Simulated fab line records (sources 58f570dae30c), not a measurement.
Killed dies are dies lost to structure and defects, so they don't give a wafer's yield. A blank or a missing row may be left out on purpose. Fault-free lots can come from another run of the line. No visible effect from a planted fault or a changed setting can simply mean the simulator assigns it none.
Code-filled problem report in 8D (eight disciplines) form || flow berkeley_cmos170 || the parts of the form that need people (team, actions taken, sign-off) are left out

1. THE ISSUE
Wafers without a fault read 21.98 s, standard deviation 0.066; strip_time_to_endpoint_s at UCB170_BACKSIDE_STRIP_03 reads a mean of 25.27 s on 5 wafers belonging to 3 lots. Measured from the usual mean, that is +50 standard deviations.
The step: strips in O2.
First observed at day 8 18:52: wafer L580.2, on plasma_asher-02. The record holds 45 wafers of 15 lots with a number at this step. The rule behind "out" and "out of limits": a value lying over 4 standard deviations away from the usual mean. The other wafers with a number count as sound.

2. WHAT THIS IS AND IS NOT
{"question": "which readings at this step", "is": "strip_time_to_endpoint_s, oes_product_au", "is not": "drypump_motor_current_A"}
{"question": "which lots", "is": "L580, L584, L586", "is not": "L578, L582, L585, L591, L594, L595, L596, L597, L598, L599, L600, L601"}
{"question": "which wafers of those lots", "is": "L580.2, L584.3, L584.5, L586.2, L586.5", "is not": "L580.1, L580.5, L584.4, L586.6"}
{"question": "read on which tools", "is": "plasma_asher-02", "is not": "plasma_asher-03, plasma_asher-04"}
{"question": "when", "is": "from day 8 18:52", "is not": "up to then (8 sound wafers); but 32 sound wafers of L584, L585, L586, L591, L594, L595, L596, L597, L598, L599, L600, L601 came after"}

3. THE SUSPECTS, EACH WITH WHAT RULES IT OUT
Counting: if a tool at a process step up to the reading ran every lot that is out, it stays a suspect. Sound lots after the first of them don't rule it out here, since some wafers of a struck lot are sound.
- plasma_asher-02 at UCB170_BACKSIDE_STRIP_03 (strips in O2): kept. Ran every lot that is out, first one L580 (day 8 18:52); last sound lot up to then L582 (day 8 18:01). Its own oes_product_au, strip_time_to_endpoint_s readings are out on those wafers.
- The sound lot-mates ran in chamber 0 of plasma_asher-02 at UCB170_BACKSIDE_STRIP_03, but the wafers that are out ran in chamber 1.
Remaining after the count: plasma_asher-02 at UCB170_BACKSIDE_STRIP_03.

4. THE CAUSE (what the simulator had put in)
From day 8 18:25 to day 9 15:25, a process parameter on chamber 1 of plasma_asher-02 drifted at UCB170_BACKSIDE_STRIP_03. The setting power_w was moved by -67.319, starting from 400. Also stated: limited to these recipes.
This tool alone remained once counting was done.

5. SEQUENCE OF EFFECTS, ordered by route
One row per reading whose mean, taken over the struck wafers that have a number, lies over 3 standard deviations from the usual. Scope: only readings with a usual standard deviation given in the record; hours: median across lots of the time from each lot's start at the first step in this table that gives one to its start at this step; sigmas: change in usual standard deviations.
{"hours": 0, "step": "UCB170_BACKSIDE_STRIP_03", "reading": "oes_product_au", "usual": "0.734 a.u.", "on struck wafers": 0.672, "change": -0.062, "sigmas": -14}
{"hours": 0, "step": "UCB170_BACKSIDE_STRIP_03", "reading": "strip_time_to_endpoint_s", "usual": "21.98 s", "on struck wafers": 25.27, "change": "+3.29", "sigmas": "+50"}
Here are the process steps it includes:
- UCB170_BACKSIDE_STRIP_03: strips in O2.
Later measuring or inspecting steps at which every struck wafer that the step has a row for has a number for every such reading, and none has moved that far: UCB170_V1_CD_MEAS_90.

6. HOW IT WOULD HAVE BEEN CAUGHT EARLIER
First out-of-limits reading in this record: day 8 18:52, which is 0 hours after fault onset at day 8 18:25.
